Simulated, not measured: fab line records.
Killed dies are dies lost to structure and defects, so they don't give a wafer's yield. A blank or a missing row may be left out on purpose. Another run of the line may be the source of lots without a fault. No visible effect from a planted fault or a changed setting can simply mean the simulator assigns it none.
The tool behind it: which one? | flow berkeleyCmos170 | Sampling: 7 lots, 21 wafers, 2 of 331 route steps

== WHAT EACH GAUGE READ, for each wafer ==
UCB170_M3_OVL_MEAS_16.
lot  | measured     | on         | M3_OVL (nm)
L706 | day 9 15:10  | overlay-02 | -17 -11 -15
L708 | day 10 14:27 | overlay-02 | 6 8 -3
L715 | day 11 19:50 | overlay-01 | 7 11 3
L717 | day 12 06:54 | overlay-01 | -3 -4 -1
L719 | day 12 21:45 | overlay-02 | -12 6 5
L721 | day 13 04:59 | overlay-01 | -13 -1 -5
L724 | day 14 04:24 | overlay-01 | -7 -4 -6

== EACH LOT AND THE TOOL THAT RAN IT (in order: tool; ch and the chambers of the sampled wafers; start) ==
lot  | UCB170_SDANNEAL_RTA_01
L706 | rtpAnneal-01 ch 0, day 8 19:38
L708 | rtpAnneal-01 ch 0, day 9 13:54
L715 | rtpAnneal-01 ch 0, day 10 18:22
L717 | rtpAnneal-01 ch 0, day 11 04:52
L719 | rtpAnneal-01 ch 0, day 11 16:58
L721 | rtpAnneal-02 ch 0, day 12 06:58
L724 | rtpAnneal-02 ch 0, day 13 02:31
- UCB170_SDANNEAL_RTA_01: time 5 s.

== THE ANSWER, worked out from the rows above alone ==
Rule: the usual values come from the lots themselves. The widest of any qualifying gaps counts: lots, ordered by their means at a reading, are off when they make up no more than a third of the lots, leave a main group of 4 or more, and stand apart from it by 3 or more times the standard deviation of that group's means. If all means in a main group match to the digits the tables above print for the reading, that group is not used. Also off: a lot with no number at a reading for which 4 or more lots have one. The other lots that the step has rows for count as sound.
Across all readings shown, no lot is off: no conclusion can be drawn from this.

== WHAT THE SIMULATOR HAD INSERTED ==
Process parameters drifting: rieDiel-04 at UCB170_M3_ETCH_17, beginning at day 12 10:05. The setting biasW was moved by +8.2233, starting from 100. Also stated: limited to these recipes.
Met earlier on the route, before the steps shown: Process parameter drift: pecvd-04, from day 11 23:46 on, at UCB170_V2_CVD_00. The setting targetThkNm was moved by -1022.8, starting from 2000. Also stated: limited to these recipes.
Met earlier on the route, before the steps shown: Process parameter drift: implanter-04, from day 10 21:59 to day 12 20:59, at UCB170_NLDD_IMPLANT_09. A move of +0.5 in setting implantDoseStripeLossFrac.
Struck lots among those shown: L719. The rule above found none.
